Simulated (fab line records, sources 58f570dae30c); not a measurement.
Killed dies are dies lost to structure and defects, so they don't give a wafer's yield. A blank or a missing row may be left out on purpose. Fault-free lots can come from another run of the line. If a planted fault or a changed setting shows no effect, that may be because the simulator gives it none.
Split-lot experiment | flow berkeley_cmos170 | 23 wafers read across 5 lots, on a route 331 steps long

## ABOUT THE SPLIT
At UCB170_SILICIDE_SPUTTER_01 (material Ti, target thk 30 nm, time 25 s), the setting power_w was moved away from the recipe's 1500 W on 5 of the 23 wafers read, by -5.5% to +8.5%. All remaining wafers had this setting at the recipe value.

## BETWEEN THE SPLIT AND THE READING: the file shows 1 step in between
- UCB170_SILICIDE_RS_MEAS_02: measures by four-point-probe

## THE READING
SILICIDE_TI_THK, in nm, at UCB170_SILICIDE_THK_MEAS_03 (measures by xrf). On this fab line, fault-free wafers typically give 30.7 nm with a standard deviation of 0.39 nm.

wafer  | tool, chamber at the split | power_w as run, W | against the recipe | SILICIDE_TI_THK, nm | against lot-mates on the recipe
L075.2 | pvd_sputter-04, -          | 1500              | recipe             | 31.1                | -
L075.3 | pvd_sputter-04, -          | 1418              | -5.5%              | 29.0                | -1.9
L075.4 | pvd_sputter-04, -          | 1418              | -5.5%              | 29.1                | -1.8
L075.5 | pvd_sputter-04, -          | 1500              | recipe             | 30.7                | -
L075.6 | pvd_sputter-04, -          | 1418              | -5.5%              | 29.6                | -1.3
L078.1 | pvd_sputter-01, -          | 1500              | recipe             | 30.2                | -
L078.2 | pvd_sputter-01, -          | 1500              | recipe             | 30.3                | -
L078.4 | pvd_sputter-01, -          | 1500              | recipe             | 30.0                | -
L078.5 | pvd_sputter-01, -          | 1500              | recipe             | 30.2                | -
L078.6 | pvd_sputter-01, -          | 1500              | recipe             | 30.5                | -
L079.1 | pvd_sputter-04, -          | 1500              | recipe             | 31.4                | -
L079.3 | pvd_sputter-04, -          | 1628              | +8.5%              | 33.5                | +2.4
L079.4 | pvd_sputter-04, -          | 1628              | +8.5%              | 33.8                | +2.7
L079.5 | pvd_sputter-04, -          | 1500              | recipe             | 31.0                | -
L079.6 | pvd_sputter-04, -          | 1500              | recipe             | 30.9                | -
L080.2 | pvd_sputter-03, -          | 1500              | recipe             | 31.1                | -
L080.4 | pvd_sputter-03, -          | 1500              | recipe             | 30.6                | -
L080.6 | pvd_sputter-03, -          | 1500              | recipe             | 30.5                | -
L085.2 | pvd_sputter-01, -          | 1500              | recipe             | 30.3                | -
L085.3 | pvd_sputter-01, -          | 1500              | recipe             | 30.2                | -
L085.4 | pvd_sputter-01, -          | 1500              | recipe             | 30.4                | -
L085.5 | pvd_sputter-01, -          | 1500              | recipe             | 30.3                | -
L085.6 | pvd_sputter-01, -          | 1500              | recipe             | 30.2                | -

THE FIT
A straight line over all 23 wafers: SILICIDE_TI_THK changes by +0.316 nm for each +1% of power_w; r = +0.93; the points scatter about the line by 0.41 nm.
The same after taking each lot's own level away (the mean of its wafers on the recipe; 23 wafers): +0.301 nm for each +1%; r = +0.98; scatter 0.2 nm.
On that fit, the largest move of power_w shifts the reading by 2.6 nm.
Measured against the standard deviation above, the lots' own levels, which go from 30.24 to 31.10 nm, span 2.2 times it.
The two slopes are in agreement: the lot-to-lot level therefore moves the slope only a little.
Check: for one of the wafers moved furthest among these (+8.5%), held out of the fit, the line's prediction against its lot-mates is +2.65 nm. Against them it came out at +2.4 nm.

## OTHER SPLITS ON THESE WAFERS
These wafers also went through other splits before the reading. Each is held against what the fit with the lots' levels taken away leaves over:
other split on the same wafers        | wafers away from the commonest value | r with SILICIDE_TI_THK (lot level and that fit taken away)
UCB170_START_OXIDATION_02 ox_time_s   | 15                                   | -0.01
UCB170_GATE_COAT_07 spin_rpm          | 9                                    | -0.18
UCB170_GATE_DEVELOP_11 develop_time_s | 10                                   | -0.16
UCB170_PLDD_EXPOSE_03 dose_mj         | 10                                   | -0.05
UCB170_NSD_EXPOSE_03 dose_mj          | 5                                    | -0.30

## THE WHOLE CHAIN: every reading that the file lists as answering this split, in the file's order
step                        | what it does                             | reading                                                                           | change (the file's fit)              | r (the file's)
UCB170_SILICIDE_SPUTTER_01  | material Ti, target thk 30 nm, time 25 s | Ti_of_SILICIDE_SPUTTER_01.thk_nm (the simulator's own value, which no gauge read) | +0.29 nm for each +1% of the setting | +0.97
UCB170_SILICIDE_RS_MEAS_02  | measures by four-point-probe             | SILICIDE_TI_RS                                                                    | -0.281 for each +1% of the setting   | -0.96
UCB170_SILICIDE_THK_MEAS_03 | measures by xrf                          | SILICIDE_TI_THK                                                                   | +0.303 for each +1% of the setting   | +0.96

## FILE'S OWN FIT
SILICIDE_TI_THK changes by +0.303 nm for each +1% of power_w, r = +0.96.
